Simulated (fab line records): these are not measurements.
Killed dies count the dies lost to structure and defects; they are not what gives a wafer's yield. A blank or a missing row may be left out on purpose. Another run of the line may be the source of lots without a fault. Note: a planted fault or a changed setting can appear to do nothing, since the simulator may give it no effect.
What tool caused it?	flow berkeley cmos170	Sampling: 14 lots, 42 wafers, 6 of 331 route steps

== WHAT THE GAUGES READ, wafer by wafer ==
UCB170_NWELL_OVL_MEAS_12.
lot	measured	on	NWELL_OVL (nm)
L136	day 2 13:30	overlay-02	3 6 5
L138	day 2 18:10	overlay-02	1 -1 3
L140	day 3 01:50	overlay-01	3 5 6
L141	day 3 11:25	overlay-02	1 6 4
L144	day 4 03:19	overlay-01	-4 5 5
L145	day 4 06:59	overlay-02	-4 -5 -4
L146	day 4 13:08	overlay-01	6 7 2
L147	day 4 18:35	overlay-01	14 2 5
L149	day 5 01:44	overlay-01	5 -1 12
L153	day 6 08:34	overlay-02	0 3 3
L154	day 6 08:55	overlay-02	5 4 4
L155	day 6 13:25	overlay-02	-5 -1 -6
L156	day 6 16:54	overlay-01	-3 0 -3
L158	day 7 02:29	overlay-02	7 8 4

UCB170_PLDD_OVL_MEAS_07.
lot	measured	on	PLDD_OVL (nm)
L136	day 6 03:19	overlay-02	-4 -3 -7
L138	day 6 13:32	overlay-01	12 1 1
L140	day 7 02:54	overlay-02	-2 2 -4
L141	day 7 09:13	overlay-02	10 9 8
L144	day 8 07:55	overlay-02	-3 5 0
L145	day 8 08:23	overlay-01	2 -1 -4
L146	day 8 08:06	overlay-02	-4 -9 -4
L147	day 8 23:25	overlay-01	0 8 8
L149	day 9 05:50	overlay-01	3 4 10
L153	day 10 10:57	overlay-01	-3 -5 -2
L154	day 10 11:04	overlay-02	-7 -12 -5
L155	day 10 19:06	overlay-01	4 3 -2
L156	day 10 19:21	overlay-02	4 -3 4
L158	day 11 09:46	overlay-02	-2 6 -1

UCB170_V1_CD_MEAS_90 targets a cd of 700 nm.
lot	measured	on	cd nm (nm)
L136	day 7 10:26	cd sem-01	698.8 700.3 699.7
L138	day 7 18:11	cd sem-02	699.5 701.1 700.1
L140	day 8 07:32	cd sem-01	698.2 702.4 699.0
L141	day 8 11:58	cd sem-02	698.5 701.7 698.7
L144	day 9 14:40	cd sem-02	- - -
L145	day 9 14:41	cd sem-01	698.4 697.9 699.1
L146	day 9 12:26	cd sem-01	- - -
L147	day 10 03:35	cd sem-01	696.7 698.5 697.8
L149	day 10 09:35	cd sem-01	701.4 702.4 701.1
L153	day 11 14:46	cd sem-02	698.2 699.8 700.7
L154	day 11 14:59	cd sem-01	700.3 699.0 699.8
L155	day 11 21:24	cd sem-02	698.5 695.4 699.5
L156	day 11 21:35	cd sem-01	698.8 699.1 698.9
L158	day 12 17:20	cd sem-01	699.8 698.5 699.1

== WHICH TOOL RAN EACH LOT (tool, then ch and the chambers of the sampled wafers, then the start) ==
lot	UCB170_V1_CMP_02	UCB170_V1_ETCH_14	UCB170_V1_STRIP_15
L136	cmp-01 ch 1,2, day 7 07:53	rie diel-04 ch 0,1,2, day 7 10:08	plasma asher-03 ch 0,1, day 7 10:19
L138	cmp-02 ch 0,2,3, day 7 15:58	rie diel-02 ch 0,1,2, day 7 17:53	plasma asher-04 ch 0,1, day 7 18:04
L140	cmp-01 ch 1,2, day 8 04:17	rie diel-04 ch 1,2,3, day 8 07:13	plasma asher-04 ch 0,1, day 8 07:26
L141	cmp-02 ch 1,2,3, day 8 08:25	rie diel-04 ch 0,2,3, day 8 11:40	plasma asher-03 ch 0,1, day 8 11:50
L144	cmp-02 ch 0,1,3, day 9 12:11	rie diel-03 ch 0,2, day 9 14:23	plasma asher-03 ch 0,1, day 9 14:33
L145	cmp-01 ch 0,1, day 9 12:11	rie diel-04 ch 0,1, day 9 14:23	plasma asher-02 ch 0,1, day 9 14:35
L146	cmp-01 ch 2,3, day 9 08:01	rie diel-04 ch 0,2,3, day 9 12:10	plasma asher-04 ch 0,1, day 9 12:20
L147	cmp-01 ch 1,2,3, day 10 01:09	rie diel-04 ch 0,1,2, day 10 03:19	plasma asher-02 ch 0,1, day 10 03:29
L149	cmp-01 ch 0,2,3, day 10 07:00	rie diel-02 ch 0,1,3, day 10 09:16	plasma asher-04 ch 0,1, day 10 09:29
L153	cmp-01 ch 0,1,2, day 11 12:26	rie diel-04 ch 1,2,3, day 11 14:28	plasma asher-04 ch 1, day 11 14:38
L154	cmp-01 ch 1,2,3, day 11 12:44	rie diel-02 ch 0,1,3, day 11 14:41	plasma asher-03 ch 0,1, day 11 14:52
L155	cmp-01 ch 1,2,3, day 11 19:22	rie diel-04 ch 1,2,3, day 11 21:07	plasma asher-03 ch 0,1, day 11 21:18
L156	cmp-02 ch 1,2,3, day 11 19:25	rie diel-02 ch 0,3, day 11 21:17	plasma asher-04 ch 0,1, day 11 21:28
L158	cmp-01 ch 1,3, day 12 14:42	rie diel-04 ch 1,2, day 12 17:04	plasma asher-04 ch 1, day 12 17:14
- UCB170_V1_CMP_02: polishes SiO2.
- UCB170_V1_ETCH_14: etches SiO2 in CHF3/CF4/Ar, stops on Al, target depth 1250 nm, time 291 s.
- UCB170_V1_STRIP_15: strips in O2.

== AS READ BY THE TOOLS THEMSELVES (means over the sampled wafers that have a number; for cases with no such wafer, the mark the record gives instead) ==
UCB170_V1_CMP_02.
lot	tool	motor current A (A)	retaining ring pressure frac	slurry filter dp kPa (kPa)
L136	cmp-01	18.1	1.000	13.54
L138	cmp-02	17.6	0.999	13.44
L140	cmp-01	17.4	1.009	13.56
L141	cmp-02	16.7	0.999	13.45
L144	cmp-02	17.3	0.995	13.31
L145	cmp-01	19.1	1.000	13.46
L146	cmp-01	15.6	1.006	13.35
L147	cmp-01	16.6	0.999	13.55
L149	cmp-01	16.9	1.002	13.48
L153	cmp-01	17.4	1.000	13.44
L154	cmp-01	16.5	0.998	13.47
L155	cmp-01	17.4	0.997	13.63
L156	cmp-02	16.1	0.999	13.48
L158	cmp-01	17.4	1.002	13.50

UCB170_V1_ETCH_14.
lot	tool	CHF3_flow_sccm (sccm)	cf4 flow sccm (sccm)	drypump motor current A (A)	oes product au (a.u.)	throttle valve pct (%)
L136	rie diel-04	45.09	14.98	5.9	0.889	6.93
L138	rie diel-02	45.02	14.99	5.5	0.879	7.02
L140	rie diel-04	44.94	15.03	5.9	0.888	7.00
L141	rie diel-04	45.09	14.99	5.7	0.872	6.94
L144	rie diel-03	-	-	-	-	-
L145	rie diel-04	45.04	14.93	5.7	0.882	6.98
L146	rie diel-04	-	-	-	-	-
L147	rie diel-04	44.97	15.01	5.8	0.881	6.94
L149	rie diel-02	44.92	14.98	5.7	0.891	7.06
L153	rie diel-04	45.04	15.00	5.9	0.889	7.00
L154	rie diel-02	44.94	15.05	5.7	0.889	7.05
L155	rie diel-04	44.96	15.00	5.9	0.885	7.00
L156	rie diel-02	44.99	15.04	5.5	0.892	7.12
L158	rie diel-04	44.95	14.99	6.1	0.893	7.00

UCB170_V1_STRIP_15.
lot	tool	drypump motor current A (A)	oes product au (a.u.)	strip time to endpoint s (s)
L136	plasma asher-03	5.5	0.720	15.34
L138	plasma asher-04	5.6	0.725	15.39
L140	plasma asher-04	5.2	0.724	15.15
L141	plasma asher-03	5.5	0.718	15.25
L144	plasma asher-03	6.0	0.738	21.73
L145	plasma asher-02	6.1	0.721	15.35
L146	plasma asher-04	5.2	0.732	21.64
L147	plasma asher-02	6.3	0.723	15.40
L149	plasma asher-04	5.6	0.722	15.45
L153	plasma asher-04	6.0	0.722	15.26
L154	plasma asher-03	5.5	0.722	15.42
L155	plasma asher-03	6.0	0.723	15.31
L156	plasma asher-04	5.2	0.723	15.40
L158	plasma asher-04	6.0	0.718	15.21

== THE ANSWER, worked out from the rows above alone ==
Rule: the usual values come from the lots themselves. The widest of any qualifying gaps counts: lots, ordered by their means at a reading, are off when they make up no more than a third of the lots, leave a main group of 4 or more, and stand apart from it by 3 or more times the standard deviation of that group's means. Not used: any main group whose means are identical at the precision the tables above print for the reading. Also off: a lot with no number at a reading for which 4 or more lots have one. Where the step has rows for the other lots, those lots are counted as sound. The gauges are gone through in route order, then the tools' own readings, and for those a lot's mean is taken as printed above. At the first step where some lot is off, the reading lying furthest off is the one used; lots without a number count as furthest.
Off at UCB170_V1_CD_MEAS_90 (cd nm): L144, L146. Without a number there: L144, L146. Main group: mean 699.4 nm, sd 1.
A tool fits if, at a process step before that reading, it ran every lot that is off, and no sound lot after the first of them. The gauges at UCB170_V1_CD_MEAS_90 aren't tried: what is off there is off at UCB170_V1_ETCH_14 too, on other tools, and a gauge's error can't cause that. None of those tried fits.

== WHAT HAD BEEN PUT IN BY THE SIMULATOR ==
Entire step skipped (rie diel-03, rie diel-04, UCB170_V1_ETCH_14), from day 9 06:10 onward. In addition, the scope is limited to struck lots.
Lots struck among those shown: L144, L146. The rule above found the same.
